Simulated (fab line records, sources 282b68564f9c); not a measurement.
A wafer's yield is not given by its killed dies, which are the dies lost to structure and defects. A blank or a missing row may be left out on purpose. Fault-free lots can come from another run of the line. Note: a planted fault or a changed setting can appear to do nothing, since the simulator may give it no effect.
A struck lot beside a sound one	flow rit cmos	15 steps out of a route of 202
Sound: the wafers L541.1, L541.4, L541.6. Wafers struck: L529.3, L529.4, L529.5. Last of all comes the cause.
Per side, at each step with rows, come the tool, then ch with its chambers, and then its first start. Under that, the readings that differ: sound wafers	struck wafers	difference of the means	sigmas: that difference in standard deviations of wafers without a fault.
alike: words and numbers the same on both sides, and readings whose means are apart by under 2 such deviations; not compared: readings that were withheld, readings missing a value for some wafer, numbers with overlapping values and no deviation given by the record, and bounds like >300 which may hide the same value.
The two part at a step that has a row with sigmas, a row that says differs or no value, or rows on one side only. Non-overlapping numbers with no deviation appear without sigmas and do not part them. A reading that every wafer of one side lacks parts them only if that side has two wafers or more.

first, 1 step without rows for these wafers: RIT_ACTIVE_DEVELOP_10 (develop time 50 s).
RIT_ACTIVE_CD_MEAS_11: the cd target is 1400 nm.
  sound: cd sem-02 at day 5 21:08; struck: cd sem-01 at day 3 07:11
reading	sound	struck	difference	sigmas
cd nm (nm)	1402.5 1401.6 1401.8	1398.4 1395.9 1398.0	-4.5	-2
then, 1 step without rows for these wafers: RIT_ACTIVE_HARDBAKE_12 (time 60 s).
RIT_ACTIVE_ETCH_13: etches Si3N4 in SF6, stops on SiO2, time 210 s, target depth 210 nm.
  sound on rie diel-04 ch 0,1,3, day 5 21:24; struck on rie diel-02 ch 0,3, day 3 07:25
  alike: drypump motor current A, oes product au, throttle valve pct
  not compared: rf hours counter h
RIT_ACTIVE_STRIP_14: strips in O2, time 180 s.
  sound on plasma asher-03 ch 0,1, day 5 21:32; struck on plasma asher-01 ch 0,1, day 3 07:36
reading	sound	struck	difference	sigmas
drypump motor current A (A)	5.9 5.9 5.7	4.9 5.0 4.9	-0.9	-2
  not compared: rf hours counter h
RIT_ACTIVE_CD_MEAS_90: the cd target is 1400 nm.
  sound: cd sem-01 at day 5 21:43; struck: cd sem-02 at day 3 07:46
reading	sound	struck	difference	sigmas
cd nm (nm)	1402.0 1401.6 1402.1	1398.1 1396.2 1398.3	-4.4	-2
then, 4 steps without rows for these wafers: RIT_ACTIVE_CLEAN_15 (cleans in SC1, time 575.9 s); RIT_ACTIVE_CLEAN_16 (cleans in dHF, time 30 s); RIT_ACTIVE_CLEAN_17 (cleans in SC2, time 600 s); RIT_FOX1_OXIDATION_00 (target thk 350.7 nm, ox time 1130 s).
RIT_FOX1_THK_MEAS_01:
  sound: film metro-02 at day 5 23:34; struck: film metro-01 at day 3 10:51
  alike: FOX1_OXIDE_THK
then, 1 step without rows for these wafers: RIT_FOX1_WET_ETCH_02 (etches SiO2 in BOE, target depth 350 nm, time 390 s).
RIT_FOX2_OXIDATION_00: target thk 350.7 nm, ox time 1130 s.
  sound on furnace-03 ch 0, day 5 23:44; struck on furnace-03 ch 0, day 3 11:02
reading	sound	struck	difference	sigmas
spike tc centre C (C)	1103.2 1103.8 1103.0	1098.8 1097.6 1098.8	-4.9	-4
spike tc load C (C)	1129.6 1128.9 1129.8	1122.7 1124.4 1123.7	-5.8	-5
spike tc source C (C)	1125.8 1122.6 1123.5	1119.0 1118.9 1117.9	-5.4	-4
tube center temp C (C)	1100 1100 1100.1	1094 1094.1 1094	-6	-62
tube_center_temp_C_max	1102.8 1102.6 1103.2	1098.4 1096.8 1096.4	-5.7	-12
RIT_FOX2_THK_MEAS_01:
  sound: film metro-04 at day 6 01:04; struck: film metro-01 at day 3 12:22
  alike: FOX2_OXIDE_THK
following that, these wafers have no rows for 1 step: RIT_M1_PROBE_99.

WHERE THEY PART
Last at RIT_FOX2_OXIDATION_00 as far as this record goes, first at RIT_ACTIVE_CD_MEAS_11. Later steps at which nothing parts them and some readings are alike: RIT_FOX2_THK_MEAS_01.

WHY: whatever the simulator had introduced
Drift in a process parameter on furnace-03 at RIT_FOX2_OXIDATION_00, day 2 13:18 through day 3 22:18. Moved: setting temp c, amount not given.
